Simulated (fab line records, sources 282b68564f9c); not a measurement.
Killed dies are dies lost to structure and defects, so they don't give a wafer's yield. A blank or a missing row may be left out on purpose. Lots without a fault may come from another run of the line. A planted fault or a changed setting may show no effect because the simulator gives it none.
fab line records | flow rit_cmos
record lots=5 wafers=23
route steps=202 shown PSD@150 SDANNEAL@155 PLDD@159 NLDD@160 SILICIDE@162 M1@184
start_h: hours from the record's first day to the start of the lot's first wafer shown | wait_h: hours since the lot's step before | " the same as in the row above | L1.1+2: a row that stands for several wafers | - no value, or no start given | * or withheld: withheld | < > ~ a bound
route shown NAME@n: a module of which the file shows steps, and the number in the route of the first | usual: mean/standard deviation of fault-free wafers | same: alike in all rows | chamber/n: place in a boat | sites: the reading at each site | _std_site: their standard deviation | _edge_site: outer sites' mean less inner sites' | radius_mm: how far each site lies from the wafer's centre | mask NAME#n: copy n | behind: the tool/chamber that last shaped the wafer | hold: why the lot was held/for how many hours/how that ended | device: the transistor (n, p or np) that didn't switch | end of line: the same wafers' tests at the end of the route | a step without rows: its recipe alone | killed: dies lost to structure and defects at the first sort, not the wafer's yield | map: a wafer's dies, x killed, . not, _ none there
set.NAME: the setting as run; set.NAME@STEP: as run at that earlier step | model.NAME: the simulator's own value behind a step, which no gauge read
lots whose settings were changed on purpose; a table a step, a row a wafer
## steps
# step RIT_PSD_IMPLANT_08
# recipe species=BF2 energy_kev=27 dose_cm2=5e+15 tilt_deg=7
# columns lot.wafer tool chamber start_h wait_h set.energy_kev model.implant.rp_nm model.implant.drp_nm
L074.2+5+6 implanter-03 0 49.53 0.1 27 21.2 12.05
L077.1+2 implanter-04 0 62.47 0.1 27 22.07 12.05
L077.3+4+5 " 0 " " 27.8 22.6 12.3
L078.1+2 implanter-04 0 69.96 0.1 27.83 22.18 12.31
L078.3+4+6 " 0 " " 27 21.65 12.05
L081.1+4+5 implanter-04 0 85.43 0.1 27 21.85 12.05
L081.2+3 " 0 " " 28.14 22.58 12.4
L084.2+3 implanter-01 0 98.11 0.1 25.73 21.64 11.64
L084.4+5+6 " 0 " " 27 22.49 12.05
# step RIT_PSD_STRIP_09
# recipe chemistry=O2 time_s=180 resist=NOVOLAK platen_temp_c=withheld power_w=500 pressure_mtorr=4000 o2_flow_sccm=4000
# step RIT_SDANNEAL_CLEAN_02
# recipe chemistry=SC2 mix=3:3:50 time_s=600 temp_c=75 dry=n2_spin
# step RIT_SDANNEAL_RTA_03
# recipe temp_c=1050 time_s=5 idle_temp_c=600 ramp_up_c_per_s=342 ramp_down_c_per_s=171 cool_to_c=600 ambient=N2
# step RIT_SDANNEAL_RS_MEAS_04
# recipe thk_meas_gauge=four-point-probe
# usual PSD_RS=115.90/0.26
# columns lot.wafer tool chamber start_h wait_h set.energy_kev@PSD_IMPLANT_08 PSD_RS[ohm/sq]
L074.2 film_metro-02 - 50.34 0.1 27 115.92
L074.5 " - " " 27 116.02
L074.6 " - " " 27 115.87
L077.1 film_metro-01 - 63.30 0.0 27 115.73
L077.2 " - " " 27 115.83
L077.3 " - " " 27.8 114.13
L077.4 " - " " 27.8 114.12
L077.5 " - " " 27.8 114.38
L078.1 film_metro-02 - 70.80 0.0 27.83 114.16
L078.2 " - " " 27.83 114.32
L078.3 " - " " 27 116.02
L078.4 " - " " 27 116.43
L078.6 " - " " 27 116.07
L081.1 film_metro-02 - 86.25 0.0 27 115.49
L081.2 " - " " 28.14 113.18
L081.3 " - " " 28.14 113.07
L081.4 " - " " 27 115.66
L081.5 " - " " 27 115.31
L084.2 film_metro-04 - 98.92 0.1 25.73 118.46
L084.3 " - " " 25.73 118.80
L084.4 " - " " 27 115.90
L084.5 " - " " 27 115.78
L084.6 " - " " 27 116.01
# step RIT_SDANNEAL_RS_MEAS_06
# recipe thk_meas_gauge=four-point-probe
# usual PLDD_RS=178.5/0.44
# columns lot.wafer tool chamber start_h wait_h set.energy_kev@PLDD_IMPLANT_08 PLDD_RS[ohm/sq]
L074.2 film_metro-02 - 50.58 0.1 20 179.0
L074.5 " - " " 20 178.6
L074.6 " - " " 20 178.7
L077.1 film_metro-01 - 63.54 0.1 20.84 176.0
L077.2 " - " " 20 178.4
L077.3 " - " " 20.84 176.1
L077.4 " - " " 20 178.3
L077.5 " - " " 20 178.1
L078.1 film_metro-02 - 71.04 0.1 20 177.8
L078.2 " - " " 20 178.7
L078.3 " - " " 20 178.6
L078.4 " - " " 20 178.4
L078.6 " - " " 20 178.6
L081.1 film_metro-02 - 86.49 0.1 19.55 179.5
L081.2 " - " " 20 178.0
L081.3 " - " " 19.55 179.7
L081.4 " - " " 20 177.9
L081.5 " - " " 20 178.0
L084.2 film_metro-04 - 99.16 0.1 20 178.8
L084.3 " - " " 20 178.4
L084.4 " - " " 20 178.7
L084.5 " - " " 20 178.9
L084.6 " - " " 20 179.0
# step RIT_SDANNEAL_RS_MEAS_07
# recipe thk_meas_gauge=four-point-probe
# usual NLDD_RS=151.6/0.57
# columns lot.wafer tool chamber start_h wait_h set.dose_cm2@NLDD_IMPLANT_08 NLDD_RS[ohm/sq]
L074.2 film_metro-02 - 50.70 0.1 5e+14 151.3
L074.5 " - " " 5e+14 150.9
L074.6 " - " " 5e+14 151.3
L077.1 film_metro-01 - 63.66 0.1 5e+14 151.9
L077.2 " - " " 5.147e+14 148.4
L077.3 " - " " 5.147e+14 148.4
L077.4 " - " " 5.147e+14 148.5
L077.5 " - " " 5e+14 151.6
L078.1 film_metro-02 - 71.16 0.1 5.135e+14 147.6
L078.2 " - " " 5.135e+14 147.5
L078.3 " - " " 5.135e+14 147.6
L078.4 " - " " 5e+14 151.1
L078.6 " - " " 5e+14 150.8
L081.1 film_metro-02 - 86.61 0.1 5.23e+14 146.2
L081.2 " - " " 5e+14 151.7
L081.3 " - " " 5e+14 151.8
L081.4 " - " " 5.23e+14 146.2
L081.5 " - " " 5.23e+14 146.2
L084.2 film_metro-04 - 99.28 0.1 5.159e+14 147.7
L084.3 " - " " 5e+14 151.5
L084.4 " - " " 5.159e+14 147.3
L084.5 " - " " 5e+14 151.5
L084.6 " - " " 5.159e+14 147.7
# step RIT_SILICIDE_SPUTTER_01
# recipe material=Ti target_thk_nm=30 power_w=350 chamber_pressure_pa=0.667 gas=Ar time_s=240 substrate_temp_c=25
# columns lot.wafer tool chamber start_h wait_h set.chamber_pressure_pa
L074.2+5+6 pvd_sputter-03 - 50.81 0.0 0.667
L077.1+2+3+4+5 pvd_sputter-04 - 63.79 0.0 0.7251
L078.1+2+3+4+6 pvd_sputter-03 - 71.30 0.0 0.7131
L081.1+2+3+4+5 pvd_sputter-04 - 86.75 0.0 0.7452
L084.2+3+4+5+6 pvd_sputter-03 - 99.39 0.0 0.667
# step RIT_SILICIDE_RS_MEAS_02
# recipe thk_meas_gauge=four-point-probe reads=Ti_of_SILICIDE_SPUTTER_01
# usual SILICIDE_TI_RS=48.5/0.65
# columns lot.wafer tool chamber start_h wait_h set.chamber_pressure_pa@SILICIDE_SPUTTER_01 SILICIDE_TI_RS[ohm/sq]
L074.2 film_metro-03 - 50.98 0.1 0.667 48.9
L074.5 " - " " 0.667 47.8
L074.6 " - " " 0.667 47.9
L077.1 film_metro-03 - 63.94 0.1 0.7251 57.5
L077.2 " - " " 0.7251 58.1
L077.3 " - " " 0.7251 57.8
L077.4 " - " " 0.7251 59.1
L077.5 " - " " 0.7251 58.4
L078.1 film_metro-01 - 71.45 0.1 0.7131 57.4
L078.2 " - " " 0.7131 56.1
L078.3 " - " " 0.7131 55.9
L078.4 " - " " 0.7131 55.9
L078.6 " - " " 0.7131 56.5
L081.1 film_metro-03 - 86.91 0.1 0.7452 63.4
L081.2 " - " " 0.7452 64.0
L081.3 " - " " 0.7452 63.8
L081.4 " - " " 0.7452 62.3
L081.5 " - " " 0.7452 63.8
L084.2 film_metro-03 - 99.56 0.1 0.667 48.0
L084.3 " - " " 0.667 48.0
L084.4 " - " " 0.667 49.5
L084.5 " - " " 0.667 49.0
L084.6 " - " " 0.667 48.3
# step RIT_M1_SPUTTER_00
# recipe material=Al target_thk_nm=400 power_w=2000 chamber_pressure_pa=0.4 gas=Ar time_s=500 substrate_temp_c=25
# columns lot.wafer tool chamber start_h wait_h set.power_w model.Al_of_M1_SPUTTER_00.thk_nm
L074.2 pvd_sputter-02 - 53.71 0.0 2000 399
L074.5 " - " " 2000 401.2
L074.6 " - " " 2000 398.9
L077.1 pvd_sputter-01 - 66.64 0.0 1865 373.3
L077.2 " - " " 2000 401.1
L077.3 " - " " 1865 374.3
L077.4 " - " " 1865 366.4
L077.5 " - " " 2000 398.2
L078.1 pvd_sputter-02 - 74.17 0.0 2000 403
L078.2 " - " " 2000 406.5
L078.3 " - " " 2000 402.6
L078.4 " - " " 2000 404.6
L078.6 " - " " 2000 403.3
L081.1 pvd_sputter-01 - 89.51 0.0 1801 358.5
L081.2 " - " " 1801 360.3
L081.3 " - " " 2000 393.8
L081.4+5 " - " " 2000 400.7
L084.2 pvd_sputter-02 - 102.27 0.0 2000 400.9
L084.3 " - " " 2000 398.5
L084.4 " - " " 2000 397.5
L084.5 " - " " 2000 401.3
L084.6 " - " " 2000 396.2
# step RIT_M1_RS_MEAS_01
# recipe thk_meas_gauge=four-point-probe reads=Al_of_M1_SPUTTER_00
# usual M1_AL_RS=0.0733/0.00059
# columns lot.wafer tool chamber start_h wait_h set.power_w@M1_SPUTTER_00 M1_AL_RS[ohm/sq]
L074.2 film_metro-02 - 54.03 0.2 2000 0.0737
L074.5 " - " " 2000 0.0732
L074.6 " - " " 2000 0.0736
L077.1 film_metro-04 - 66.94 0.1 1865 0.0787
L077.2 " - " " 2000 0.0733
L077.3 " - " " 1865 0.0786
L077.4 " - " " 1865 0.0802
L077.5 " - " " 2000 0.0738
L078.1 film_metro-02 - 74.46 0.1 2000 0.0727
L078.2 " - " " 2000 0.0722
L078.3 " - " " 2000 0.0729
L078.4 " - " " 2000 0.0724
L078.6 " - " " 2000 0.0727
L081.1 film_metro-01 - 89.81 0.1 1801 0.0819
L081.2 " - " " 1801 0.0816
L081.3 " - " " 2000 0.0745
L081.4 " - " " 2000 0.0733
L081.5 " - " " 2000 0.0732
L084.2 film_metro-04 - 102.58 0.2 2000 0.0733
L084.3 " - " " 2000 0.0736
L084.4 " - " " 2000 0.0739
L084.5 " - " " 2000 0.0731
L084.6 " - " " 2000 0.0742
# step RIT_M1_THK_MEAS_02
# recipe thk_meas_gauge=xrf reads=Al_of_M1_SPUTTER_00
# usual M1_AL_THK=406/3.3
# columns lot.wafer tool chamber start_h wait_h set.power_w@M1_SPUTTER_00 M1_AL_THK[nm]
L074.2 film_metro-02 - 54.14 0.1 2000 402
L074.5 " - " " 2000 407
L074.6 " - " " 2000 405
L077.1 film_metro-04 - 67.06 0.1 1865 380
L077.2 " - " " 2000 409
L077.3 " - " " 1865 381
L077.4 " - " " 1865 375
L077.5 " - " " 2000 406
L078.1 film_metro-02 - 74.58 0.1 2000 409
L078.2 " - " " 2000 409
L078.3 " - " " 2000 410
L078.4 " - " " 2000 410
L078.6 " - " " 2000 409
L081.1 film_metro-01 - 89.93 0.1 1801 360
L081.2 " - " " 1801 362
L081.3 " - " " 2000 397
L081.4 " - " " 2000 402
L081.5 " - " " 2000 403
L084.2 film_metro-04 - 102.69 0.1 2000 408
L084.3 " - " " 2000 408
L084.4 " - " " 2000 404
L084.5 " - " " 2000 411
L084.6 " - " " 2000 404
# step RIT_M1_COAT_04
# recipe resist=NOVOLAK spin_rpm=2000 resist_thk_nm=1300
# columns lot.wafer tool chamber start_h wait_h set.resist_thk_nm model.NOVOLAK_of_M1_COAT_04.thk_nm
L074.2 litho_track-03 0 54.36 0.1 1300 1301
L074.5 " 0 " " 1300 1299
L074.6 " 0 " " 1300 1309
L077.1+3 litho_track-03 0 67.27 0.1 1331 -
L077.2 " 0 " " 1300 1301
L077.4 " 0 " " 1300 -
L077.5 " 0 " " 1300 1303
L078.1 litho_track-01 0 74.79 0.1 1300 1298
L078.2 " 0 " " 1300 1301
L078.3+4 " 0 " " 1300 1295
L078.6 " 0 " " 1300 1297
L081.1 litho_track-02 0 90.14 0.1 1340 -
L081.2 " 0 " " 1300 -
L081.3 " 0 " " 1300 1299
L081.4 " 0 " " 1340 1343
L081.5 " 0 " " 1300 1301
L084.2 litho_track-03 0 102.92 0.1 1300 1301
L084.3 " 0 " " 1300 1300
L084.4 " 0 " " 1351 1352
L084.5 " 0 " " 1300 1303
L084.6 " 0 " " 1351 1348
# step RIT_M1_SOFTBAKE_05
# recipe resist=NOVOLAK temp_c=90 time_s=60
# step RIT_M1_EXPOSE_06
# recipe mask_id=M12 na=0.6 source_shape=conventional sigma_outer=0.5 target_cd_nm=2600 dose_mj=250
# step RIT_M1_HARDBAKE_11
# recipe resist=NOVOLAK temp_c=140 time_s=120
# columns lot.wafer tool chamber start_h wait_h set.resist_thk_nm@M1_COAT_04 model.NOVOLAK_of_M1_COAT_04.thk_nm
L074.2 litho_track-01 0 55.39 0.1 1300 1138
L074.5 " 0 " " 1300 1136
L074.6 " 0 " " 1300 1145
L077.1+3 litho_track-01 0 68.28 0.0 1331 -
L077.2 " 0 " " 1300 1138
L077.4 " 0 " " 1300 -
L077.5 " 0 " " 1300 1139
L078.1 litho_track-02 0 75.82 0.0 1300 1135
L078.2 " 0 " " 1300 1137
L078.3+4 " 0 " " 1300 1133
L078.6 " 0 " " 1300 1134
L081.1 litho_track-02 0 91.25 0.0 1340 -
L081.2 " 0 " " 1300 -
L081.3 " 0 " " 1300 1136
L081.4 " 0 " " 1340 1174
L081.5 " 0 " " 1300 1138
L084.2+3 litho_track-03 0 103.95 0.1 1300 1137
L084.4 " 0 " " 1351 1182
L084.5 " 0 " " 1300 1140
L084.6 " 0 " " 1351 1178
# step RIT_M1_METAL_ETCH_12
# recipe stop_on=SiO2 chemistry=Cl2/BCl3 target=Al time_s=165 over_etch_frac=0.5 pressure_mtorr=100 target_depth_a=6000 rf_w=250 Cl2_flow_sccm=60 bcl3_flow_sccm=50
# usual oes_product_au=0.773/0.01
# columns lot.wafer tool chamber start_h wait_h set.rf_w set.power_w@M1_SPUTTER_00 set.resist_thk_nm@M1_COAT_04 oes_product_au model.NOVOLAK_of_M1_COAT_04.thk_nm
L074.2 rie_metal-01 1 55.60 0.2 250 2000 1300 0.769 796.7
L074.5 " 0 " " 250 2000 1300 0.762 795.3
L074.6 " 1 " " 250 2000 1300 0.771 804.3
L077.1 rie_metal-01 1 68.53 0.2 250 1865 1331 0.742 -
L077.2 " 0 " " 250 2000 1300 0.757 799.2
L077.3 " 1 " " 270.6 1865 1331 0.742 -
L077.4 " 0 " " 270.6 1865 1300 0.720 -
L077.5 " 1 " " 270.6 2000 1300 0.779 773.7
L078.1 rie_metal-04 0 76.07 0.2 221.3 2000 1300 0.773 830.4
L078.2 " 1 " " 250 2000 1300 0.778 801.6
L078.3 " 1 " " 250 2000 1300 0.784 799
L078.4 " 0 " " 250 2000 1300 0.779 789.5
L078.6 " 0 " " 221.3 2000 1300 0.782 831
L081.1 rie_metal-04 1 91.50 0.2 250 1801 1340 0.741 -
L081.2 " 0 " " 268.1 1801 1300 0.728 -
L081.3 " 1 " " 268.1 2000 1300 0.779 777.4
L081.4 " 0 " " 268.1 2000 1340 0.771 809.7
L081.5 " 0 " " 250 2000 1300 0.774 798.7
L084.2 rie_metal-04 0 104.15 0.2 250 2000 1300 0.764 793.6
L084.3 " 1 " " 250 2000 1300 0.781 802.9
L084.4 " 0 " " 250 2000 1351 0.765 840.3
L084.5 " 0 " " 250 2000 1300 0.763 795.9
L084.6 " 1 " " 250 2000 1351 0.780 843.8
## key
split step=RIT_PSD_IMPLANT_08 setting=energy_kev stated=27 by=wafer
response step=RIT_PSD_IMPLANT_08 reading=model.implant.rp_nm change=+0.177 per=1% r=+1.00
response step=RIT_PSD_IMPLANT_08 reading=model.implant.drp_nm change=+0.0848 per=1% r=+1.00
response step=RIT_SDANNEAL_RS_MEAS_04 reading=PSD_RS change=-0.575 per=1% r=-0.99
split step=RIT_SILICIDE_SPUTTER_01 setting=chamber_pressure_pa stated=0.667 by=lot
response step=RIT_SILICIDE_RS_MEAS_02 reading=SILICIDE_TI_RS change=+1.24 per=1% r=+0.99
split step=RIT_M1_SPUTTER_00 setting=power_w stated=2000 by=wafer
response step=RIT_M1_SPUTTER_00 reading=model.Al_of_M1_SPUTTER_00.thk_nm change=+4 per=1% r=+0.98
response step=RIT_M1_RS_MEAS_01 reading=M1_AL_RS change=-0.000821 per=1% r=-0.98
response step=RIT_M1_THK_MEAS_02 reading=M1_AL_THK change=+4.07 per=1% r=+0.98
response step=RIT_M1_METAL_ETCH_12 reading=oes_product_au change=+0.00432 per=1% r=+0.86
split step=RIT_M1_COAT_04 setting=resist_thk_nm stated=1300 by=wafer
response step=RIT_M1_COAT_04 reading=model.NOVOLAK_of_M1_COAT_04.thk_nm change=+12.9 per=1% r=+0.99
response step=RIT_M1_HARDBAKE_11 reading=model.NOVOLAK_of_M1_COAT_04.thk_nm change=+11.1 per=1% r=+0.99
response step=RIT_M1_METAL_ETCH_12 reading=model.NOVOLAK_of_M1_COAT_04.thk_nm slope=+11.2 per=1% together_with=rf_w@M1_METAL_ETCH_12 explained=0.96
split step=RIT_M1_METAL_ETCH_12 setting=rf_w stated=250 by=wafer
response step=RIT_M1_METAL_ETCH_12 reading=model.NOVOLAK_of_M1_COAT_04.thk_nm slope=-3 per=1% together_with=resist_thk_nm@M1_COAT_04 explained=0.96
split outside_this_file step=RIT_NLDD_IMPLANT_08 setting=dose_cm2
split outside_this_file step=RIT_PLDD_IMPLANT_08 setting=energy_kev
# split outside_this_file: this setting was split too, and the file shows its column; the key of that split is in another file
